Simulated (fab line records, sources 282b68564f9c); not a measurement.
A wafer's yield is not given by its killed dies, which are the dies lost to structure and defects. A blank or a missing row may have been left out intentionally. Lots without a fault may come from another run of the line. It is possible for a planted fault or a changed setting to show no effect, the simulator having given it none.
What tool caused it? | flow rit-cmos | 7 lots, 21 wafers sampled, at 2 steps of a route of 202

WHAT THE GAUGES SHOWED, per wafer
RIT_SDANNEAL_RS_MEAS_04: uses a four-point probe to measure.
lot  | measured    | on            | PSD_RS (ohm/sq)
L865 | day 3 11:38 | film-metro-04 | 115.88 115.87 115.95
L867 | day 3 20:29 | film-metro-04 | 116.16 116.22 116.23
L870 | day 4 12:28 | film-metro-03 | 116.08 116.05 116.20
L872 | day 4 23:50 | film-metro-04 | 116.27 116.17 116.07
L874 | day 5 08:55 | film-metro-04 | 115.88 115.65 115.50
L882 | day 6 23:56 | film-metro-04 | 165.64 165.97 165.58
L887 | day 7 21:43 | film-metro-03 | 115.89 115.56 115.83

TOOL THAT RAN EACH LOT (tool first, then ch and the chambers of the sampled wafers, then the start)
lot  | RIT_SDANNEAL_RTA_03
L865 | rtp-anneal-02 ch 0, day 3 11:34
L867 | rtp-anneal-02 ch 0, day 3 20:25
L870 | rtp-anneal-01 ch 0, day 4 12:23
L872 | rtp-anneal-01 ch 0, day 4 23:47
L874 | rtp-anneal-01 ch 0, day 5 08:50
L882 | rtp-anneal-01 ch 0, day 6 23:52
L887 | rtp-anneal-02 ch 0, day 7 21:40
- RIT_SDANNEAL_RTA_03: time 5 s.

THE ANSWER, worked out from the rows above alone
Rule: the usual values come from the lots themselves. The widest of any qualifying gaps counts: lots, ordered by their means at a reading, are off when they make up no more than a third of the lots, leave a main group of 4 or more, and stand apart from it by 3 or more times the standard deviation of that group's means. Not used: any main group whose means are identical at the precision the tables above print for the reading. Also off: a lot with no number at a reading for which 4 or more lots have one. Any other lot the step has rows for is counted as sound.
Off: L882, seen at RIT_SDANNEAL_RS_MEAS_04 (PSD_RS). Main group: mean 115.97 ohm/sq, sd 0.2.
If a tool, at a process step before that reading, ran all the lots that are off and no sound lot after the first of them, it fits. Gauges at RIT_SDANNEAL_RS_MEAS_04: tried the same way as those tools. This does not decide it: 2 tools fit, namely rtp-anneal-01 at RIT_SDANNEAL_RTA_03 and film-metro-04 at RIT_SDANNEAL_RS_MEAS_04.

WHAT WAS PUT IN BY THE SIMULATOR
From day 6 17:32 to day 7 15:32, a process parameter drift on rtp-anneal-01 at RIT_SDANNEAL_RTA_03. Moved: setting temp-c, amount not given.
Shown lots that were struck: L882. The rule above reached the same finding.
